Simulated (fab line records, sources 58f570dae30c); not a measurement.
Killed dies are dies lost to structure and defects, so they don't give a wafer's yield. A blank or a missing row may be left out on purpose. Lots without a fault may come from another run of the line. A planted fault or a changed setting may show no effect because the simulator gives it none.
One fault seen from 2 desks | flow berkeley_cmos170 | each desk has only its own numbers; what lay behind them comes last

THE METROLOGY DESK
What the gauges read, lot by lot, whatever tool the lot ran on: means of the sampled wafers that have a number. A lot is out of limits, marked OUT, if its mean lies more than 4 standard deviations from the usual mean; the brackets give that distance.
Columns: A = NWELL_NITRIDE_THK at UCB170_NWELL_THK_MEAS_05, usual 223.6 nm; B = cd_nm at UCB170_M1_CD_MEAS_90, usual 701.0 nm
lot  | first seen here | A     | B
L476 | day 2 12:04     | 225.9 | 700.9
L478 | day 2 20:16     | 223.0 | 707.4
L480 | day 3 11:28     | 224.0 | 700.5
L481 | day 3 11:29     | 222.0 | 701.4
L482 | day 3 18:21     | 223.3 | 699.0
L483 | day 4 02:01     | 221.7 | 703.0
L488 | day 5 01:49     | 225.1 | 699.4
L490 | day 5 07:34     | 220.7 | 698.4
L489 | day 5 07:35     | 220.0 | 706.7
L491 | day 5 21:10     | 221.5 | 699.7
L492 | day 5 21:10     | 224.1 | 699.4
L493 | day 6 07:41     | 225.3 | 699.7
L495 | day 6 19:19     | 224.0 | 698.5
L497 | day 6 21:52     | 225.4 | 698.5
This desk's finding: nothing out of limits on any of the 14 lots.

THE TOOL OWNER'S DESK: litho_track-01
The tool's own readings at UCB170_NWELL_HMDS_06 (prime time 60 s): means of the sampled wafers that have a number, for each lot that ran on this tool. A lot is out of limits, marked OUT, if its mean lies more than 4 standard deviations from the usual mean; the brackets give that distance.
Columns: A = prime_temp_c at UCB170_NWELL_HMDS_06, usual 99.96 C
lot  | first seen here | A
L488 | day 5 01:55     | 99.78
L489 | day 5 07:39     | 101.61 (+12) OUT
L491 | day 5 21:13     | 101.52 (+11) OUT
This desk's finding: out of limits on L489, L491; first on L489, day 5 07:39 (prime_temp_c at UCB170_NWELL_HMDS_06). In limits: L488.

PUT TOGETHER
The tool owner's desk could have raised an alarm at day 5 07:39, on L489, L491.
The metrology desk saw nothing out of limits.
The metrology desk has L489, L491 on record, within its limits.
Of the lots named, all ran UCB170_NWELL_HMDS_06 on litho_track-01.

WHAT THE SIMULATOR HAD PUT IN
Process parameter drift: litho_track-01, from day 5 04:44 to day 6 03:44, at UCB170_NWELL_HMDS_06. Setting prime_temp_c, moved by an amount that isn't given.
Lots struck among those shown: L489, L491.
Hours from the fault's start to each desk's first reading out of limits: the tool owner's desk, 3.
